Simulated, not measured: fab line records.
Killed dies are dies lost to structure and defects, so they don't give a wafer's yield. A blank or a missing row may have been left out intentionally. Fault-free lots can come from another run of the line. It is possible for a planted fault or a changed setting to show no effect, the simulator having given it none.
fab line records :: flow ritCmos
[record]
  lots = 14
  wafers = 42
  lastDay = 7
route steps=202 shown NSD@132 M1@202
lots that met no fault: taken from a fault-free run of the same line
startH: hours from the record's first day to the start of the lot's first wafer shown :: waitH: how many hours have passed since the lot's step before this one :: " same as the row above :: L1.1+2: several wafers, shown together as one row :: - no value, or no start given :: * or withheld: withheld :: < > ~ a bound
route shown NAME@n: a module of which the file shows steps, and the number in the route of the first :: usual: the fault-free wafers' mean and standard deviation :: same: alike in all rows :: chamber/n: place in a boat :: sites: readings site by site :: _std_site: standard deviation across them :: _edge_site: inner sites' mean taken away from outer sites' mean :: radiusMm: how far each site lies from the wafer's centre :: mask NAME#n: copy n :: behind: the tool/chamber that last shaped the wafer :: hold: why the lot was held/for how many hours/how that ended :: device: the transistor (n, p or np) that didn't switch :: end of line: the same wafers' tests at the end of the route :: step lacking rows: just its recipe :: killed: not the wafer's yield, but the dies lost to structure and defects at the first sort :: map: a wafer's dies, marking killed ones x, the rest . and places with no die _
set.NAME: the run value of the setting; set.NAME@STEP: its run value at that earlier step :: model.NAME: the simulator's own value behind a step, which no gauge read
the route's steps for a sample of lots (tables are steps, rows are wafers)
[[steps]]
[step RIT_NSD_COAT_01]
[recipe]
  resist = NOVOLAK
  spinRpm = 3250
  resistThkNm = 1000
[usual]
  spinSpeedRpm = 3250.0/2.5
lot.wafer: L888.1
tool: lithoTrack-01
chamber: 0
startH: 45.98
waitH: 0.1
spinSpeedRpm: 3242.8

lot.wafer: L888.2
tool: lithoTrack-01
chamber: 0
startH: 45.98
waitH: 0.1
spinSpeedRpm: 3245.5

lot.wafer: L888.5
tool: lithoTrack-01
chamber: 0
startH: 45.98
waitH: 0.1
spinSpeedRpm: 3246.1

lot.wafer: L889.2
tool: lithoTrack-01
chamber: 0
startH: 52.43
waitH: 0.1
spinSpeedRpm: 3247.9

lot.wafer: L889.5
tool: lithoTrack-01
chamber: 0
startH: 52.43
waitH: 0.1
spinSpeedRpm: 3243.9

lot.wafer: L889.6
tool: lithoTrack-01
chamber: 0
startH: 52.43
waitH: 0.1
spinSpeedRpm: 3250.9

lot.wafer: L890.1
tool: lithoTrack-03
chamber: 0
startH: 60.46
waitH: 0.1
spinSpeedRpm: 3253.7

lot.wafer: L890.4
tool: lithoTrack-03
chamber: 0
startH: 60.46
waitH: 0.1
spinSpeedRpm: 3249.1

lot.wafer: L890.5
tool: lithoTrack-03
chamber: 0
startH: 60.46
waitH: 0.1
spinSpeedRpm: 3250.2

lot.wafer: L891.1
tool: lithoTrack-01
chamber: 0
startH: 62.83
waitH: 0.1
spinSpeedRpm: 3254.4

lot.wafer: L891.5
tool: lithoTrack-01
chamber: 0
startH: 62.83
waitH: 0.1
spinSpeedRpm: 3251.8

lot.wafer: L891.6
tool: lithoTrack-01
chamber: 0
startH: 62.83
waitH: 0.1
spinSpeedRpm: 3254.3

lot.wafer: L892.2
tool: lithoTrack-03
chamber: 0
startH: 66.84
waitH: 0.1
spinSpeedRpm: 3252.5

lot.wafer: L892.5
tool: lithoTrack-03
chamber: 0
startH: 66.84
waitH: 0.1
spinSpeedRpm: 3252.5

lot.wafer: L892.6
tool: lithoTrack-03
chamber: 0
startH: 66.84
waitH: 0.1
spinSpeedRpm: 3251.4

lot.wafer: L893.1
tool: lithoTrack-04
chamber: 0
startH: 72.02
waitH: 0.1
spinSpeedRpm: 3253.7

lot.wafer: L893.2
tool: lithoTrack-04
chamber: 0
startH: 72.02
waitH: 0.1
spinSpeedRpm: 3253.1

lot.wafer: L893.4
tool: lithoTrack-04
chamber: 0
startH: 72.02
waitH: 0.1
spinSpeedRpm: 3251.7

lot.wafer: L894.3
tool: lithoTrack-01
chamber: 0
startH: 78.39
waitH: 0.1
spinSpeedRpm: 3246.1

lot.wafer: L894.4
tool: lithoTrack-01
chamber: 0
startH: 78.39
waitH: 0.1
spinSpeedRpm: 3255.8

lot.wafer: L894.6
tool: lithoTrack-01
chamber: 0
startH: 78.39
waitH: 0.1
spinSpeedRpm: 3250.1

lot.wafer: L895.1
tool: lithoTrack-01
chamber: 0
startH: 86.39
waitH: 0.1
spinSpeedRpm: 3253.1

lot.wafer: L895.2
tool: lithoTrack-01
chamber: 0
startH: 86.39
waitH: 0.1
spinSpeedRpm: 3251.7

lot.wafer: L895.5
tool: lithoTrack-01
chamber: 0
startH: 86.39
waitH: 0.1
spinSpeedRpm: 3246.0

lot.wafer: L900.1
tool: lithoTrack-01
chamber: 0
startH: 110.25
waitH: 0.1
spinSpeedRpm: 3250.0

lot.wafer: L900.2
tool: lithoTrack-01
chamber: 0
startH: 110.25
waitH: 0.1
spinSpeedRpm: 3245.1

lot.wafer: L900.4
tool: lithoTrack-01
chamber: 0
startH: 110.25
waitH: 0.1
spinSpeedRpm: 3250.5

lot.wafer: L902.2
tool: lithoTrack-04
chamber: 0
startH: 119.07
waitH: 0.1
spinSpeedRpm: 3336.2

lot.wafer: L902.3
tool: lithoTrack-04
chamber: 0
startH: 119.07
waitH: 0.1
spinSpeedRpm: 3335.0

lot.wafer: L902.4
tool: lithoTrack-04
chamber: 0
startH: 119.07
waitH: 0.1
spinSpeedRpm: 3335.0

lot.wafer: L904.1
tool: lithoTrack-04
chamber: 0
startH: 132.01
waitH: 0.1
spinSpeedRpm: 3335.4

lot.wafer: L904.2
tool: lithoTrack-04
chamber: 0
startH: 132.01
waitH: 0.1
spinSpeedRpm: 3334.0

lot.wafer: L904.5
tool: lithoTrack-04
chamber: 0
startH: 132.01
waitH: 0.1
spinSpeedRpm: 3335.4

lot.wafer: L906.1
tool: lithoTrack-03
chamber: 0
startH: 141.49
waitH: 0.1
spinSpeedRpm: 3250.7

lot.wafer: L906.2
tool: lithoTrack-03
chamber: 0
startH: 141.49
waitH: 0.1
spinSpeedRpm: 3248.1

lot.wafer: L906.6
tool: lithoTrack-03
chamber: 0
startH: 141.49
waitH: 0.1
spinSpeedRpm: 3250.2

lot.wafer: L910.2
tool: lithoTrack-01
chamber: 0
startH: 157.18
waitH: 0.1
spinSpeedRpm: 3248.9

lot.wafer: L910.3
tool: lithoTrack-01
chamber: 0
startH: 157.18
waitH: 0.1
spinSpeedRpm: 3251.9

lot.wafer: L910.4
tool: lithoTrack-01
chamber: 0
startH: 157.18
waitH: 0.1
spinSpeedRpm: 3250.4

lot.wafer: L911.1
tool: lithoTrack-03
chamber: 0
startH: 163.14
waitH: 0.1
spinSpeedRpm: 3251.5

lot.wafer: L911.5
tool: lithoTrack-03
chamber: 0
startH: 163.14
waitH: 0.1
spinSpeedRpm: 3250.0

lot.wafer: L911.6
tool: lithoTrack-03
chamber: 0
startH: 163.14
waitH: 0.1
spinSpeedRpm: 3254.5
[step RIT_M1_PROBE_99]
[usual]
  killed_at_M0_to_M3 = 0.1/0.34
  killedAtContacts = 0.1/0.26
  killedAtFrontEnd = 7/3.1
  killedDies = 7/3.1
  killedOpen = 3.5/1.9
  killedShort = 3.4/2.1
[same]
  grossDies = 264
  killed_at_M4_up = 0
  killedAtBackSide = 0
  killedAtOther = 0
lot.wafer: L900.1
tool: prober-02
chamber: -
startH: 121.97
waitH: 0.1
killed_at_M0_to_M3: 0
killedAtContacts: 0
killedAtFrontEnd: 7
killedDies: 7
killedOpen: 4
killedShort: 3

lot.wafer: L900.2
tool: prober-02
chamber: -
startH: 122.02
waitH: 0.1
killed_at_M0_to_M3: 0
killedAtContacts: 1
killedAtFrontEnd: 4
killedDies: 5
killedOpen: 1
killedShort: 4

lot.wafer: L900.4
tool: prober-02
chamber: -
startH: 122.12
waitH: 0.2
killed_at_M0_to_M3: 0
killedAtContacts: 0
killedAtFrontEnd: 3
killedDies: 3
killedOpen: 2
killedShort: 1
// killed by level:class
L900.1 FOX1:geometricParticle:open=2 FOX2:geometricParticle:short=2 FOX2:geometricParticle:open=1 GATE:geometricParticle:open=1 SPACER:geometricParticle:short=1
L900.2 REOX:geometricParticle:short=2 GATE:geometricParticle:open=1 SILICIDE:geometricParticle:short=1 CONTACT:geometricParticle:short=1
L900.4 SPACER:geometricParticle:open=1 FOX1:geometricParticle:short=1 GATE:geometricParticle:open=1
[[key]]
[firstSign]
  step = RIT_NSD_COAT_01
  reading = spinSpeedRpm
  direction = up
  sigmas = 34
  usual = 3250.0
  struck = 3335.2
effect none on later readings
metAt RIT_NSD_COAT_01
struckLots L902,L904
testerLeftOut L902,L904
onsetBetween 72.02 119.07
[fault]
  kind = processParameterDrift
  tool = lithoTrack-04
  chamber = -
  onsetH = 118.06
  steps = RIT_NSD_COAT_01
  channel = spinRpm
  offset = 85.248
  shape = step
  endH = 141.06
  actsIn = theseRecipesOnly
  stated = 3250
// testerLeftOut: of these lots the tester's yield and bins aren't shown, on N5 and GAA mostly nor the transistor test; their killed dies are dies lost to structure and defects alone, not to doping, threshold or leakage, so they don't give the yield
